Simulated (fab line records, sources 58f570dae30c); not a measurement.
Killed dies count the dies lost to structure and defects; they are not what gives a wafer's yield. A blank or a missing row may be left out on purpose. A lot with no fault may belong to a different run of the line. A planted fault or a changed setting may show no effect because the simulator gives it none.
Which tool was responsible? || flow berkeley_cmos170 || at 1 step of a route of 331, 6 lots with 18 wafers sampled

## WHAT EACH GAUGE READ, for each wafer
UCB170_NWELL_OVL_MEAS_12.
{"lot": "L339", "measured": "day 2 11:40", "on": "overlay-01", "NWELL_OVL (nm)": "-5 -5 -6"}
{"lot": "L341", "measured": "day 3 00:31", "on": "overlay-01", "NWELL_OVL (nm)": "-7 3 -3"}
{"lot": "L343", "measured": "day 3 04:07", "on": "overlay-02", "NWELL_OVL (nm)": "4 0 3"}
{"lot": "L345", "measured": "day 3 16:23", "on": "overlay-02", "NWELL_OVL (nm)": "-6 4 4"}
{"lot": "L353", "measured": "day 5 16:01", "on": "overlay-02", "NWELL_OVL (nm)": "1 9 7"}
{"lot": "L360", "measured": "day 7 01:51", "on": "overlay-02", "NWELL_OVL (nm)": "4 4 0"}

## TOOL THAT RAN EACH LOT (tool first, then ch and the chambers of the sampled wafers, then the start)
Record: no process step prior to these readings.

## THE ANSWER, worked out from the rows above alone
Rule: the usual values come from the lots themselves. Put in order of their means at a reading, lots are off if they are a third of the lots or fewer, leave a main group of 4 or more, and stand apart from it by a gap of 3 or more times the standard deviation of the main group's means; of several such gaps the widest counts. If all means in a main group match to the digits the tables above print for the reading, that group is not used. Also off: a lot with no number at a reading for which 4 or more lots have one. Any other lot the step has rows for is counted as sound.
Across all readings shown, no lot is off: no conclusion can be drawn from this.

## WHAT WAS PUT IN BY THE SIMULATOR
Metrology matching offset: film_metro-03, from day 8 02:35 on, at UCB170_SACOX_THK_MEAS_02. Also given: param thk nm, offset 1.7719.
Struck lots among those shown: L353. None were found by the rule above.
